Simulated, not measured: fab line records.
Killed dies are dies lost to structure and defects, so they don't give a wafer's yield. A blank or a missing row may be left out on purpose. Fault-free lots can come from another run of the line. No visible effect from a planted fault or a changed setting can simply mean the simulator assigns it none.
Code-filled problem report in 8D (eight disciplines) form | flow berkeley-cmos170 | the parts of the form that need people (team, actions taken, sign-off) are left out

== 1. THE ISSUE ==
Across 6 wafers from 2 lots, NLDD_OVL at UCB170_NLDD_OVL_MEAS_07 averages 110 nm, while fault-free wafers read 6 nm with a standard deviation of 5.7. Measured from the usual mean, that is +18 standard deviations.
Earliest sighting: wafer L144.2 on overlay-02 at day 9 15:31. At this step, 42 wafers from 14 lots have a number in the record. The rule behind "out" and "out of limits": a value lying over 4 standard deviations away from the usual mean. All remaining wafers that have a number are taken as sound.

== 2. WHAT IT IS, WHAT IT ISN'T ==
question                    | is                     | is not
which readings at this step | NLDD_OVL               | -
which lots                  | L143, L144             | L134, L135, L136, L139, L140, L141, L142, L148, L149, L151, L152, L156
which wafers of those lots  | all that have a number | -
read on which gauges        | overlay-01, overlay-02 | -
when                        | from day 9 15:31       | up to then (21 sound wafers); but 15 sound wafers of L148, L149, L151, L152, L156 came after

== 3. THE SUSPECTS, EACH WITH WHAT RULES IT OUT ==
Counting: a tool at a process step up to the reading stays a suspect if it ran every lot that is out and no sound lot after the first of them.
- the gauge at UCB170_NLDD_OVL_MEAS_07 is ruled out. 2 gauges (overlay-01, overlay-02) read the wafers that are out.
- plasma-asher-01 at UCB170_GATE_STRIP_16 (strips in O2): ruled out as a lasting fault. After its first lot that is out, L144 (day 9 12:31), sound lots L149 ran on it.
- krf-scanner-02 at UCB170_NLDD_EXPOSE_03 (exposes mask NSELECT, target cd 1200 nm): kept. It processed each lot that is out, first L144 at day 9 15:01, and no sound lot thereafter; up to then, the last sound lot it processed was L142 at day 9 09:08.
Left after counting: krf-scanner-02 at UCB170_NLDD_EXPOSE_03.

== 4. THE CAUSE (what the simulator had put in) ==
Scanner matching overlay: krf-scanner-02, from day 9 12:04 on, at UCB170_NLDD_EXPOSE_03. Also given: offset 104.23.
The count eliminated every tool but this one.

== 5. THE CHAIN OF EFFECTS, in route order ==
Rows list readings where the struck wafers' mean (over those with a number) sits beyond 3 standard deviations from the usual. Only readings whose record carries a usual standard deviation are examined. hours: median over the lots of the time between each lot's start at the first step of this table that gives one and its start at this step. sigmas: the change, counted in usual standard deviations.
hours | step                    | reading  | usual | on struck wafers | change | sigmas
0     | UCB170_NLDD_OVL_MEAS_07 | NLDD_OVL | 6 nm  | 110              | +104   | +18

== 6. WHAT WOULD HAVE CAUGHT IT SOONER ==
In this record the first reading out of limits at a measuring or inspecting step was taken at day 9 15:31, 3 hours after the fault began at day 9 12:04.
Among the 2 lots that are out, L143 began UCB170_NLDD_EXPOSE_03 on krf-scanner-02 after day 9 15:31. It would have been spared by a hold on the tool at that moment.
